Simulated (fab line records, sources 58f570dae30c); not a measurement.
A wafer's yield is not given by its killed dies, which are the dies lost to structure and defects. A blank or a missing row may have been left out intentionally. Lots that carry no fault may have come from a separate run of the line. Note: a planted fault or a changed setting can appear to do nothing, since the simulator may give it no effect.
fab line records | flow berkeley-cmos170
record: lots: 6 wafers: 18 last-day: 12
route steps=331 shown M2@282 V2@292
lots untouched by any fault: they come from a run of this same line in which no faults occurred
start-h: hours from the record's first day to the start of the lot's first wafer shown | wait-h: time in hours since the lot's previous step | " as in the row above | L1.1+2: a single row standing in for several wafers | - no value present, or no start provided | * or withheld: withheld | < > ~ a bound
route shown NAME@n: a module of which the file shows steps, and the number in the route of the first | usual: mean/standard deviation taken from wafers without a fault | same: alike in all rows | chamber/n: place in a boat | sites: the reading at each site | _std_site: their standard deviation | _edge_site: mean of outer sites minus mean of inner sites | radius-mm: how far each site lies from the wafer's centre | mask NAME#n: copy n | behind: the most recent tool/chamber to have shaped the wafer | hold: reason for holding the lot/hours on hold/outcome of the hold | device: which transistor (n, p or np) failed to switch | end of line: the same wafers' tests at the end of the route | where a step has no rows: the recipe by itself | killed: at the first sort, the dies lost to defects and structure; wafer yield is something else | map: shows each die of a wafer: x if killed, . if not, _ if none is there
set.NAME: the setting the step ran with; set.NAME@STEP: the setting that earlier step ran with | model.NAME: the simulator's own value behind a step, which no gauge read
certain route steps with their lots: each step a table, each wafer a row
services: the hour from which a tool's chamber was out of use, counted from the record's first day as start-h (under 0 if before that day), plus the number of hours and why
== steps ==
step: UCB170_M2_SOFTBAKE_11
recipe: resist: KrF temp-c: 130 time-s: 60
step: UCB170_M2_EXPOSE_12
recipe: mask-id: METAL2 target-cd-nm: 700 na: 0.5 sigma-outer: 0.6 source-shape: conventional dose-mj: 26
step: UCB170_M2_PEB_13
recipe: peb-temp-c: 130 peb-time-s: withheld resist: KrF
step: UCB170_M2_DEVELOP_14
recipe: developer: TMAH develop-time-s: 45 resist: KrF dev-temp-c: 21
step: UCB170_M2_CD_MEAS_15
recipe: target-cd-nm: 700
usual: cd-nm: 700.0/1.3
columns lot.wafer tool chamber start-h wait-h cd-nm
L511.2 cd-sem-02 - 200.11 - 698.9
L511.4 " - " " 699.4
L511.5 " - " " 699.5
L513.1 cd-sem-02 - 223.96 - 700.4
L513.2 " - " " 699.1
L513.6 " - " " 699.2
L517.1 cd-sem-02 - 225.28 - 698.2
L517.2 " - " " 699.2
L517.4 " - " " 698.1
L519.1 cd-sem-01 - 239.27 - 699.5
L519.3 " - " " 700.4
L519.4 " - " " 701.0
L528.3 cd-sem-01 - 264.84 - 700.8
L528.4 " - " " 701.2
L528.6 " - " " 700.8
L529.3 cd-sem-02 - 276.40 - 698.4
L529.4 " - " " 699.2
L529.5 " - " " 699.4
step: UCB170_M2_OVL_MEAS_16
usual: M2_OVL: 1/4.5
columns lot.wafer tool chamber start-h wait-h M2_OVL[nm]
L511.2 overlay-01 - 200.22 0.1 4
L511.4 " - " " 4
L511.5 " - " " 3
L513.1 overlay-01 - 224.08 0.1 -6
L513.2 " - " " -2
L513.6 " - " " -4
L517.1 overlay-01 - 225.40 0.1 5
L517.2 " - " " 6
L517.4 " - " " 7
L519.1 overlay-01 - 239.39 0.1 -3
L519.3 " - " " -3
L519.4 " - " " 1
L528.3 overlay-01 - 264.93 0.1 1
L528.4 " - " " 6
L528.6 " - " " 2
L529.3 overlay-01 - 276.49 0.1 -4
L529.4 " - " " -3
L529.5 " - " " -2
step: UCB170_M2_ETCH_17
recipe: chemistry: N2/H2 target-depth-a: withheld overetch-a: withheld target: BARC time-s: withheld source-w: 500 bias-w: 100 pressure-mtorr: 30 n2-flow-sccm: 100 h2-flow-sccm: 200
usual: drypump-motor-current-A: 5.7/0.32 oes-product-au: 1.004/0.012 throttle-valve-pct: 13.30/0.22
columns lot.wafer tool chamber start-h wait-h drypump-motor-current-A oes-product-au throttle-valve-pct
L511.2 rie-diel-01 2 200.25 0.0 5.6 1.016 13.10
L511.4 " 3 " " 5.4 1.007 13.08
L511.5 " 3 " " 5.4 1.010 13.07
L513.1 rie-diel-02 3 224.12 0.0 5.7 1.007 13.05
L513.2 " 0 " " 6.2 1.022 13.60
L513.6 " 3 " " 5.7 1.011 13.06
L517.1 rie-diel-01 2 225.44 0.0 5.6 1.028 13.11
L517.2 " 0 " " 5.4 1.010 13.32
L517.4 " 3 " " 5.4 1.001 13.06
L519.1 rie-diel-03 2 239.42 0.0 6.7 1.022 13.23
L519.3 " 3 " " 5.7 0.969 13.52
L519.4 " 1 " " 5.6 1.008 13.09
L528.3 rie-diel-01 2 264.96 0.0 5.6 1.018 13.11
L528.4 " 1 " " 5.8 1.000 13.08
L528.6 " 0 " " 5.4 1.002 13.32
L529.3 rie-diel-02 3 276.52 0.0 5.6 1.003 13.05
L529.4 " 1 " " 5.5 0.997 13.65
L529.5 " 3 " " 5.6 1.000 13.06
step: UCB170_M2_METAL_ETCH_18
recipe: chemistry: Cl2/BCl3 target: Al stop-on: SiO2 pressure-mtorr: 12 target-depth-a: 11700 over-etch-frac: 0.3 time-s: 195 icp-w: 600 bias-w: 120 Cl2_flow_sccm: 90 bcl3-flow-sccm: 45
usual: drypump-motor-current-A: 5.8/0.42 oes-product-au: 0.863/0.014 throttle-valve-pct: 24.45/0.12
same: time-s: 195
columns lot.wafer tool chamber start-h wait-h drypump-motor-current-A oes-product-au rf-hours-counter-h throttle-valve-pct
L511.2 rie-metal-03 1 200.29 - 6.1 0.847 0 24.47
L511.4 " 0 " " 5.3 0.852 - 24.44
L511.5 " 1 " " 6.2 0.855 - 24.46
L513.1 rie-metal-02 0 224.16 - 5.3 0.885 11 24.58
L513.2 " 1 " " 5.9 0.853 5 24.45
L513.6 " 0 " " 5.4 0.883 - 24.57
L517.1 rie-metal-03 0 225.48 - 5.3 0.849 9 24.44
L517.2 " 1 " " 6.2 0.863 1 24.47
L517.4 " 0 " " 5.3 0.850 - 24.43
L519.1 rie-metal-02 1 239.47 - 5.9 0.845 5 24.45
L519.3 " 0 " " 5.4 0.894 - 24.58
L519.4 " 1 " " 5.9 0.850 - 24.45
L528.3 rie-metal-03 0 265.06 - 5.3 0.850 - 24.43
L528.4 " 1 " " 6.2 0.857 - 24.46
L528.6 " 1 " " 6.2 0.865 - 24.46
L529.3 rie-metal-01 0 276.62 - 5.7 0.868 - 24.23
L529.4 " 1 " " 6.5 0.869 - 24.59
L529.5 " 1 " " 6.5 0.872 - 24.59
step: UCB170_M2_STRIP_19
recipe: chemistry: O2 power-w: 400 pressure-mtorr: 3500 platen-temp-c: withheld o2-flow-sccm: 400 overash-fraction: 0.5
usual: drypump-motor-current-A: 6.1/0.39 oes-product-au: 0.539/0.022
columns lot.wafer tool chamber start-h wait-h drypump-motor-current-A oes-product-au rf-hours-counter-h
L511.2 plasma-asher-01 0 200.47 0.1 5.5 0.507 53
L511.4 " 1 " " 6.6 0.528 -
L511.5 " 0 " " 5.5 0.503 -
L513.1 plasma-asher-03 0 224.34 0.1 5.8 0.524 14
L513.2 " 1 " " 6.1 0.545 14
L513.6 " 1 " " 6.1 0.516 -
L517.1 plasma-asher-04 0 225.67 0.1 6.3 0.529 46
L517.2 " 1 " " 6.6 0.506 46
L517.4 " 1 " " 6.6 0.528 -
L519.1 plasma-asher-01 0 239.65 0.1 5.5 0.548 59
L519.3 " 0 " " 5.5 0.517 -
L519.4 " 1 " " 6.6 0.540 -
L528.3 plasma-asher-03 0 265.22 0.1 5.8 0.537 -
L528.4 " 1 " " 6.1 0.522 -
L528.6 " 1 " " 6.1 0.520 -
L529.3 plasma-asher-03 1 276.78 0.1 6.1 0.551 -
L529.4 " 0 " " 5.8 0.573 -
L529.5 " 1 " " 6.1 0.573 -
step: UCB170_M2_CD_MEAS_90
recipe: target-cd-nm: 700
usual: cd-nm: 698/4.4
columns lot.wafer tool chamber start-h wait-h cd-nm
L511.2 cd-sem-01 - 200.59 0.1 694
L511.4 " - " " 695
L511.5 " - " " 694
L513.1 cd-sem-01 - 224.44 0.1 697
L513.2 " - " " 704
L513.6 " - " " 696
L517.1 cd-sem-02 - 225.80 0.1 693
L517.2 " - " " 695
L517.4 " - " " 690
L519.1 cd-sem-02 - 239.75 0.1 709
L519.3 " - " " 698
L519.4 " - " " 706
L528.3 cd-sem-01 - 265.33 0.1 698
L528.4 " - " " 697
L528.6 " - " " 698
L529.3 cd-sem-01 - 276.89 0.1 703
L529.4 " - " " 698
L529.5 " - " " 696
step: UCB170_V2_CVD_00
recipe: material: SiO2 target-thk-nm: 2000 temp-c: 390 precursor: TEOS/O2 time-s: 250 rf-w: 550 pressure-mtorr: 9000
usual: heater-power-w: 240/46 pressure-mtorr: 9000/17 susceptor-temp-C: 390.01/0.23
same: time-s: 250
columns lot.wafer tool chamber start-h wait-h heater-power-w pressure-mtorr susceptor-temp-C
L511.2 pecvd-02 0 200.69 0.1 242 8968 389.94
L511.4 " 1 " " 206 9001 389.84
L511.5 " 2 " " 161 9023 389.82
L513.1 pecvd-02 0 224.56 0.1 250 9011 390.02
L513.2 " 2 " " 225 8991 390.29
L513.6 " 1 " " 284 8985 389.86
L517.1 pecvd-04 0 225.92 0.1 239 9001 389.89
L517.2 " 2 " " 194 8972 389.60
L517.4 " 1 " " 158 8982 389.79
L519.1 pecvd-01 2 239.87 0.1 309 8997 389.71
L519.3 " 1 " " 297 9009 390.25
L519.4 " 0 " " 212 9029 390.10
L528.3 pecvd-04 1 265.41 0.1 231 8996 389.97
L528.4 " 0 " " 181 8996 390.14
L528.6 " 1 " " 158 8973 390.45
L529.3 pecvd-01 1 276.97 0.1 302 8998 389.90
L529.4 " 2 " " 234 9019 390.20
L529.5 " 0 " " 214 8999 390.08
step: UCB170_V2_THK_MEAS_01
recipe: reads: SiO2_of_V2_CVD_00
usual: V2_TEOS_THK: 2007/26
columns lot.wafer tool chamber start-h wait-h V2_TEOS_THK[nm]
L511.2 film-metro-03 - 200.86 0.1 2045
L511.4 " - " " 2044
L511.5 " - " " 2053
L513.1 film-metro-02 - 224.72 0.1 2032
L513.2 " - " " 2013
L513.6 " - " " 2034
L517.1 film-metro-04 - 226.07 0.1 1967
L517.2 " - " " 1994
L517.4 " - " " 1990
L519.1 film-metro-03 - 240.03 0.1 1941
L519.3 " - " " 1969
L519.4 " - " " 2005
L528.3 film-metro-02 - 265.58 0.1 2009
L528.4 " - " " 2041
L528.6 " - " " 2032
L529.3 film-metro-03 - 277.14 0.1 1990
L529.4 " - " " 1996
L529.5 " - " " 2039
step: UCB170_V2_CMP_02
recipe: material: SiO2 down-force-psi: 6 platen-rpm: 60 pad-velocity-m-s: 0.75398
usual: motor-current-A: 16.2/1.4 slurry-flow-ml-min: 150.0/0.42
columns lot.wafer tool chamber start-h wait-h motor-current-A slurry-flow-ml-min model.SiO2_of_V2_CVD_00.thk-nm
L511.2 cmp-02 2 200.91 0.0 14.0 150.6 999.9
L511.4 " 1 " " 15.8 150.2 998.1
L511.5 " 3 " " 17.7 150.0 1001
L513.2 cmp-01 0 224.83 0.1 17.0 149.3 999.6
L513.1 " 2 " " 16.4 150.2 998.5
L513.6 " 3 " " 18.0 150.3 998.2
L517.2 cmp-01 1 226.18 0.1 15.0 149.6 997.9
L517.1 " 2 " " 16.1 150.5 997.9
L517.4 " 3 " " 19.2 150.3 998
L519.4 cmp-01 1 240.09 0.0 14.8 149.5 1000
L519.3 " 3 " " 18.4 150.6 998.9
L519.1 " 0 " " 16.7 150.6 999.5
L528.3 cmp-01 1 265.67 0.1 15.7 150.0 999.3
L528.4 " 2 " " 17.1 149.7 1251
L528.6 " 0 " " 15.7 150.0 1001
L529.3 cmp-01 1 277.23 0.1 14.7 150.1 998.8
L529.4 " 2 " " 17.1 150.0 1250
L529.5 " 0 " " 15.8 149.3 1001
step: UCB170_V2_BOW_MEAS_03
recipe: mode: bow
usual: V2_BOW: 37/7.2
columns lot.wafer tool chamber start-h wait-h V2_BOW[um]
L511.2 film-metro-04 - 201.23 0.3 60
L511.4 " - " " 25
L511.5 " - " " 33
L513.1 film-metro-03 - 225.08 0.1 44
L513.2 " - " " 40
L513.6 " - " " 37
L517.1 film-metro-04 - 226.43 0.1 49
L517.2 " - " " 42
L517.4 " - " " 53
L519.1 film-metro-03 - 240.39 0.1 40
L519.3 " - " " 29
L519.4 " - " " 48
L528.3 film-metro-02 - 265.96 0.2 33
L528.4 " - " " 53
L528.6 " - " " 20
L529.3 film-metro-02 - 277.52 0.2 32
L529.4 " - " " 29
L529.5 " - " " 39
step: UCB170_V2_THK_MEAS_04
recipe: reads: SiO2_of_V2_CVD_00
usual: V2_POLISHED_THK: 999.7/1.2
columns lot.wafer tool chamber start-h wait-h V2_POLISHED_THK[nm]
L511.2 film-metro-04 - 201.34 0.1 999.3
L511.4 " - " " 998.2
L511.5 " - " " 1000.2
L513.1 film-metro-03 - 225.20 0.1 999.0
L513.2 " - " " 999.0
L513.6 " - " " 998.0
L517.1 film-metro-04 - 226.55 0.1 998.6
L517.2 " - " " 998.5
L517.4 " - " " 998.5
L519.1 film-metro-03 - 240.51 0.1 1000.1
L519.3 " - " " 998.6
L519.4 " - " " 999.6
L528.3 film-metro-02 - 266.06 0.1 999.2
L528.4 " - " " 1250.3
L528.6 " - " " 1001.1
L529.3 film-metro-02 - 277.62 0.1 997.9
L529.4 " - " " 1249.6
L529.5 " - " " 1001.3
step: UCB170_V2_CLEAN_05
recipe: chemistry: DIW
step: UCB170_V2_HMDS_06
recipe: prime-time-s: 60 prime-temp-c: 100
step: UCB170_V2_COAT_07
recipe: resist: KrF spin-rpm: 1500 resist-thk-nm: 900
step: UCB170_V2_SOFTBAKE_08
recipe: resist: KrF temp-c: 130 time-s: 60
step: UCB170_V2_EXPOSE_09
recipe: mask-id: VIA2 target-cd-nm: 700 na: 0.5 sigma-outer: 0.6 source-shape: conventional dose-mj: 36.7
step: UCB170_V2_PEB_10
recipe: peb-temp-c: 130 peb-time-s: withheld resist: KrF
step: UCB170_V2_DEVELOP_11
recipe: developer: TMAH develop-time-s: 45 resist: KrF dev-temp-c: 21
step: UCB170_V2_CD_MEAS_12
recipe: target-cd-nm: 700
usual: cd-nm: 699.9/1.2
columns lot.wafer tool chamber start-h wait-h cd-nm
L511.2 cd-sem-01 - 204.06 - 698.7
L511.4 " - " " 698.3
L511.5 " - " " 697.3
L513.1 cd-sem-02 - 227.31 - 700.8
L513.2 " - " " 700.9
L513.6 " - " " 700.7
L517.1 cd-sem-02 - 229.32 - 701.0
L517.2 " - " " 701.2
L517.4 " - " " 700.0
L519.1 cd-sem-02 - 242.66 - 698.9
L519.3 " - " " 698.8
L519.4 " - " " 698.8
L528.3 cd-sem-02 - 267.19 - 700.0
L528.4 " - " " 699.5
L528.6 " - " " 700.7
L529.3 cd-sem-01 - 278.85 - 698.8
L529.4 " - " " 700.0
L529.5 " - " " 700.2
step: UCB170_V2_OVL_MEAS_13
usual: V2_OVL: 0/6
columns lot.wafer tool chamber start-h wait-h V2_OVL[nm]
L511.2 overlay-01 - 204.16 0.1 0
L511.4 " - " " 10
L511.5 " - " " 1
L513.1 overlay-01 - 227.43 0.1 -11
L513.2 " - " " -3
L513.6 " - " " -1
L517.1 overlay-01 - 229.44 0.1 11
L517.2 " - " " 6
L517.4 " - " " 12
L519.1 overlay-01 - 242.78 0.1 -7
L519.3 " - " " -7
L519.4 " - " " -6
L528.3 overlay-02 - 267.28 0.1 -1
L528.4 " - " " 1
L528.6 " - " " 7
L529.3 overlay-01 - 278.94 0.1 -3
L529.4 " - " " -6
L529.5 " - " " -6
step: UCB170_V2_ETCH_14
recipe: chemistry: CHF3/CF4/Ar target: SiO2 stop-on: Al CHF3_flow_sccm: 45 cf4-flow-sccm: 15 Ar_flow_sccm: 150 pressure-mtorr: 200 rf-w: 700 target-depth-a: 12500 over-etch-frac: 0.25 time-s: 291
usual: drypump-motor-current-A: 5.9/0.46 oes-product-au: 0.875/0.013 throttle-valve-pct: 6.94/0.12
same: time-s: 291
columns lot.wafer tool chamber start-h wait-h drypump-motor-current-A oes-product-au rf-hours-counter-h throttle-valve-pct model.etch.depth-nm model.V2.feature-depth-nm
L511.2 rie-diel-04 1 204.19 0.0 6.5 0.860 19 7.19 999.9 1000
L511.4 " 3 " " 5.9 0.856 18 7.15 998.1 998.1
L511.5 " 1 " " 6.5 0.867 - 7.19 1001 1001
L513.1 rie-diel-04 3 227.47 0.0 5.9 0.843 19 7.14 998.5 998.5
L513.2 " 1 " " 6.5 0.862 21 7.17 999.6 1000
L513.6 " 2 " " 5.3 0.878 - 6.95 998.2 998.3
L517.1 rie-diel-03 2 229.48 0.0 6.8 0.883 19 6.99 997.9 998.2
L517.2 " 0 " " 6.2 0.854 100 6.93 997.9 998.4
L517.4 " 1 " " 5.7 0.884 7 6.86 998 998
L519.1 rie-diel-01 2 242.81 0.0 5.6 0.889 16 6.84 999.5 999.5
L519.3 " 1 " " 5.7 0.864 108 6.80 998.9 998.9
L519.4 " 2 " " 5.6 0.894 - 6.86 1000 1000
L528.3 rie-diel-01 1 267.30 0.0 5.7 0.880 109 6.79 999.3 999.3
L528.4 " 2 " " 5.6 1.007 18 6.87 1248 1248
L528.6 " 1 " " 5.7 0.870 - 6.80 1001 1001
L529.3 rie-diel-03 3 278.96 0.0 5.7 0.845 111 7.08 998.8 998.8
L529.4 " 2 " " 6.8 1.002 22 7.03 1250 1250
L529.5 " 2 " " 6.8 0.894 - 7.00 1001 1001
step: UCB170_V2_STRIP_15
recipe: chemistry: O2 power-w: 400 pressure-mtorr: 3500 platen-temp-c: withheld o2-flow-sccm: 400 overash-fraction: 0.5
usual: drypump-motor-current-A: 6.1/0.37 oes-product-au: 0.721/0.005 strip-time-to-endpoint-s: 15.31/0.11
columns lot.wafer tool chamber start-h wait-h drypump-motor-current-A oes-product-au rf-hours-counter-h strip-time-to-endpoint-s
L511.2 plasma-asher-01 0 204.37 0.1 5.5 0.724 53 15.31
L511.4 " 1 " " 6.6 0.721 - 15.29
L511.5 " 1 " " 6.6 0.720 - 15.24
L513.1 plasma-asher-01 1 227.64 0.1 6.6 0.729 57 15.42
L513.2 " 0 " " 5.5 0.730 57 15.36
L513.6 " 1 " " 6.6 0.726 - 15.33
L517.1 plasma-asher-02 0 229.66 0.1 6.1 0.727 47 15.10
L517.2 " 1 " " 5.7 0.720 47 15.06
L517.4 " 1 " " 5.8 0.719 - 15.21
L519.1 plasma-asher-02 1 242.99 0.1 5.8 0.719 49 15.29
L519.3 " 1 " " 5.8 0.726 - 15.25
L519.4 " 0 " " 6.1 0.723 - 15.22
L528.3 plasma-asher-04 0 267.51 0.1 6.3 0.724 - 15.41
L528.4 " 1 " " 6.5 0.725 - 15.36
L528.6 " 1 " " 6.6 0.719 - 15.48
L529.3 plasma-asher-02 1 279.17 0.1 5.8 0.725 - 15.36
L529.4 " 0 " " 6.1 0.722 - 15.35
L529.5 " 1 " " 5.8 0.724 - 15.36
== services ==
columns tool chamber start-h hours kind
rie-metal-03 1 176.76 - clean
rie-metal-03 1 176.76 17.2 scheduled-down
rie-metal-03 1 176.76 17.2 vent-cycle
rie-diel-03 3 190.02 2.4 repair
plasma-asher-01 - 190.57 3.3 repair
rie-diel-04 3 207.48 5.9 repair
pecvd-02 - 212.51 3.7 repair
plasma-asher-04 - 228.96 2.9 repair
cmp-01 - 232.00 4.0 pm
cmp-02 - 233.11 1.0 repair
cmp-01 - 235.85 1.0 repair
cmp-01 - 236.00 - consumable-replace:conditioner
cmp-01 - 236.00 - consumable-replace:pad
rie-diel-01 3 237.34 - clean
rie-diel-01 3 237.34 11.5 scheduled-down
rie-diel-01 3 237.34 11.5 vent-cycle
rie-metal-03 - 237.84 2.8 pm
rie-diel-02 3 239.65 14.5 repair
rie-metal-02 - 241.66 1.4 pm
pecvd-02 - 242.50 14.0 pm
pecvd-04 0 250.82 6.6 repair
pecvd-01 2 252.23 23.4 repair
rie-metal-02 1 267.88 10.7 repair
rie-metal-03 0 276.01 2.4 repair
== key ==
first-sign: step: UCB170_V2_THK_MEAS_04 reading: V2_POLISHED_THK direction: up sigmas: 99+ usual: 999.7 struck: 1249.9
effect: step: UCB170_V2_ETCH_14 reading: oes-product-au direction: up sigmas: 9.9 usual: 0.875 struck: 1.004
model-effect: step: UCB170_V2_CMP_02 value: SiO2_of_V2_CVD_00.thk-nm without: 1000 struck: 1250
model-effect: step: UCB170_V2_ETCH_14 value: etch.depth-nm without: 1000 struck: 1249
met-at UCB170_V2_CMP_02
struck-wafers L528.4,L529.4
later-rows-left-out L528.4
sort-left-out L528.4,L529.4
onset-between 226.18 265.67
fault: kind: process-parameter-drift tool: cmp-01 chamber: 2 onset-h: 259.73 steps: UCB170_V2_CMP_02 channel: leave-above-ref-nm offset: 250 shape: step end-h: 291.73 acts-in: these-recipes-only stated: 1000
sort-left-out: the simulated sort isn't trusted on such a fault, so these wafers' sort isn't shown, and their yield isn't known
later-rows-left-out: the simulator's readings of these wafers behind a module that went badly wrong aren't trusted and aren't shown, but for the sort
